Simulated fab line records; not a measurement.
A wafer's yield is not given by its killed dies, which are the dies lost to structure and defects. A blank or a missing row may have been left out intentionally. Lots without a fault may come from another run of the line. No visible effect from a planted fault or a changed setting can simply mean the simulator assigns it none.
A struck lot beside a sound one | flow berkeley-cmos170 | 16 steps out of a route of 331
Sound: wafers L920.3, L920.4, L920.5. Struck: wafer L928.6 (L928.2, L928.3, from the same lot, were not struck and are left out); the cause is given at the end.
Each step with rows lists, per side, the tool, then ch with its chambers, then its first start. Under that, the readings that differ: sound wafers | struck wafers | difference of the means | sigmas: that difference in standard deviations of wafers without a fault.
alike: readings with means less than 2 such deviations apart, plus words and numbers identical on both sides. not compared: withheld readings, readings lacking a value on some wafer, bounds such as >300 that could conceal the same value, and numbers that have no deviation in the record and whose values overlap.
A row with sigmas, a row that says differs or no value, or rows on one side alone: a step with any of these is where the two part. Numbers that don't overlap but have no deviation are shown without sigmas and don't part them. Lack of a reading on every wafer of one side parts them only where that side has two or more wafers.

first, 6 steps without rows for these wafers: UCB170_M2_COAT_09; UCB170_M2_COAT_10 (resist thk 900 nm); UCB170_M2_SOFTBAKE_11 (time 60 s); UCB170_M2_EXPOSE_12 (exposes mask METAL2, target cd 700 nm); UCB170_M2_PEB_13; UCB170_M2_DEVELOP_14 (develop time 45 s).
UCB170_M2_CD_MEAS_15: target cd 700 nm.
  sound: cd-sem-02 at day 8 01:59; struck: cd-sem-01 at day 10 12:39
  reading    | sound             | struck | difference | sigmas
  cd-nm (nm) | 701.6 702.5 702.4 | 698.7  | -3.5       | -2
UCB170_M2_OVL_MEAS_16:
  sound: overlay-01 at day 8 02:05; struck: overlay-02 at day 10 12:45
  alike: M2_OVL
UCB170_M2_ETCH_17: etches BARC in N2/H2.
  sound on rie-diel-03 ch 1,2, day 8 02:07; struck on rie-diel-03 ch 3, day 10 12:47
  alike: drypump-motor-current-A, oes-product-au, throttle-valve-pct
UCB170_M2_METAL_ETCH_18: etches Al in Cl2/BCl3, stops on SiO2, target depth 1170 nm, time 195 s.
  sound on rie-metal-01 ch 1, day 8 02:19; struck on rie-metal-01 ch 0, day 10 12:50
  reading               | sound             | struck | difference | sigmas
  bcl3-flow-sccm (sccm) | 44.97 44.81 44.89 | 45.20  | +0.31      | +2
  oes-product-au (a.u.) | 0.851 0.845 0.854 | 0.877  | +0.027     | +2
  alike: drypump-motor-current-A, throttle-valve-pct
  not compared: rf-hours-counter-h
UCB170_M2_STRIP_19: strips in O2.
  sound on plasma-asher-03 ch 0,1, day 8 02:41; struck on plasma-asher-03 ch 1, day 10 13:01
  alike: drypump-motor-current-A, oes-product-au
  not compared: rf-hours-counter-h
UCB170_M2_CD_MEAS_90: target cd 700 nm.
  sound: cd-sem-01 at day 8 02:47; struck: cd-sem-01 at day 10 13:10
  alike: cd-nm
UCB170_V2_CVD_00: deposits SiO2 from TEOS/O2, target thk 2000 nm, time 250 s.
  sound on pecvd-02 ch 1,2, day 8 02:52; struck on pecvd-02 ch 0, day 10 13:16
  reading                             | sound             | struck | difference | sigmas
  heater-power-w (W)                  | 269 201 170       | 401    | +188       | +3
  run-length-s (s)                    | 278.1 278.3 278.7 | 314.8  | +36.4      | +59
  model.SiO2_of_V2_CVD_00.thk-nm (nm) | 2036 2048 2030    | 2276   | +238       |
  not compared: since-wet-clean-h
UCB170_V2_THK_MEAS_01:
  sound: film-metro-01 at day 8 03:03; struck: film-metro-01 at day 10 13:26
  reading          | sound          | struck | difference | sigmas
  V2_TEOS_THK (nm) | 2037 2049 2031 | 2276   | +237       | +9
UCB170_V2_CMP_02: polishes SiO2.
  sound on cmp-01 ch 1,2,3, day 8 03:08; struck on cmp-01 ch 1, day 10 13:29
  alike: head-pressure-psi, motor-current-A
UCB170_M3_PROBE_99:
  only the struck wafers here have rows in the record (prober-01, day 10 21:13); the sound ones have none

WHERE THEY PART
At UCB170_M2_CD_MEAS_15 first; at UCB170_M3_PROBE_99 last (within this record only).

WHY: whatever the simulator had introduced
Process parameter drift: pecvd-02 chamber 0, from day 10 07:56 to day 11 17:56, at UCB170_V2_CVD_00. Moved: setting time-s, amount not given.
